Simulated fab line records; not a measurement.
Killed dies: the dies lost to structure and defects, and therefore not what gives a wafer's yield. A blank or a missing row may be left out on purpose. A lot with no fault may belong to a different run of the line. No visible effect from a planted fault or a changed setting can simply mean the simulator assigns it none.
Which tool did it? + flow ritCmos + 14 lots, 42 wafers sampled, at 2 steps of a route of 202

## WHAT THE GAUGES READ, wafer by wafer
RIT_FOX1_THK_MEAS_01. Usual: for FOX1_OXIDE_THK the level is 348 nm and the standard deviation is 6.3.
| lot  | measured    | on           | FOX1_OXIDE_THK (nm) | flag |
|------|-------------|--------------|---------------------|------|
| L803 | day 1 17:38 | filmMetro-04 | 335 341 344         |      |
| L804 | day 1 21:49 | filmMetro-03 | 350 348 346         |      |
| L805 | day 2 04:23 | filmMetro-02 | 345 352 338         |      |
| L806 | day 2 08:29 | filmMetro-02 | 354 349 355         |      |
| L807 | day 2 14:40 | filmMetro-02 | 334 335 340         |      |
| L808 | day 2 18:00 | filmMetro-04 | 358 361 356         |      |
| L810 | day 3 03:59 | filmMetro-04 | 346 348 349         |      |
| L811 | day 3 09:35 | filmMetro-04 | 354 351 348         |      |
| L814 | day 4 01:02 | filmMetro-03 | 353 344 348         |      |
| L817 | day 4 19:16 | filmMetro-03 | 350 349 347         |      |
| L818 | day 4 22:14 | filmMetro-03 | 341 342 343         |      |
| L819 | day 5 01:40 | filmMetro-04 | 357 353 354         |      |
| L823 | day 5 21:31 | filmMetro-04 | 333 338 333         |      |
| L825 | day 6 08:11 | filmMetro-03 | 346 351 345         |      |

RIT_GATE_CD_MEAS_16: the cd target is 150 nm. Usual: cdNm reads 150.0 nm (standard deviation 2.5).
| lot  | measured    | on       | cdNm (nm)         | flag |
|------|-------------|----------|-------------------|------|
| L803 | day 2 12:22 | cdSem-01 | 152.1 152.9 153.9 |      |
| L804 | day 2 17:05 | cdSem-02 | 149.0 150.3 148.6 |      |
| L805 | day 3 00:21 | cdSem-02 | 149.1 146.6 146.3 |      |
| L806 | day 3 04:38 | cdSem-02 | 153.8 153.5 151.5 |      |
| L807 | day 3 09:47 | cdSem-02 | 148.0 150.1 152.8 |      |
| L808 | day 3 13:39 | cdSem-01 | 147.8 150.4 150.0 |      |
| L810 | day 4 00:06 | cdSem-02 | 152.2 152.5 151.4 |      |
| L811 | day 4 12:17 | cdSem-02 | 148.5 146.2 147.7 |      |
| L814 | day 4 23:52 | cdSem-02 | 148.6 146.2 148.8 |      |
| L817 | day 5 16:34 | cdSem-02 | 149.9 151.6 154.2 |      |
| L818 | day 5 20:32 | cdSem-02 | 144.2 145.2 144.5 |      |
| L819 | day 5 23:45 | cdSem-01 | 150.8 152.9 151.4 |      |
| L823 | day 6 16:40 | cdSem-02 | 151.0 151.2 151.6 |      |
| L825 | day 7 04:43 | cdSem-02 | 147.4 147.5 147.2 |      |

## WHAT TOOL EACH LOT RAN ON (gives the tool, then ch and the chambers of the sampled wafers, and finally the start)
There is no process step in the record ahead of these readings.

## AS READ BY THE TOOLS THEMSELVES (means over the sampled wafers that have a number; for cases with no such wafer, the mark the record gives instead)
The record holds no such reading with a usual standard deviation.

## THE ANSWER, worked out from the rows above alone
Rule: lot off if the mean of its wafers having a number is beyond 3 standard deviations from the usual mean. A lot without any number at a reading at which 4 lots or more have one is off too. Any other lot the step has rows for is counted as sound. First the gauges in route order, then the tools' own readings, where a lot's mean is used as printed above. At the first step where some lot is off, the reading lying furthest off is the one used; lots without a number count as furthest.
Across all readings shown, no lot is off: no conclusion can be drawn from this.

## WHAT THE SIMULATOR PUT IN
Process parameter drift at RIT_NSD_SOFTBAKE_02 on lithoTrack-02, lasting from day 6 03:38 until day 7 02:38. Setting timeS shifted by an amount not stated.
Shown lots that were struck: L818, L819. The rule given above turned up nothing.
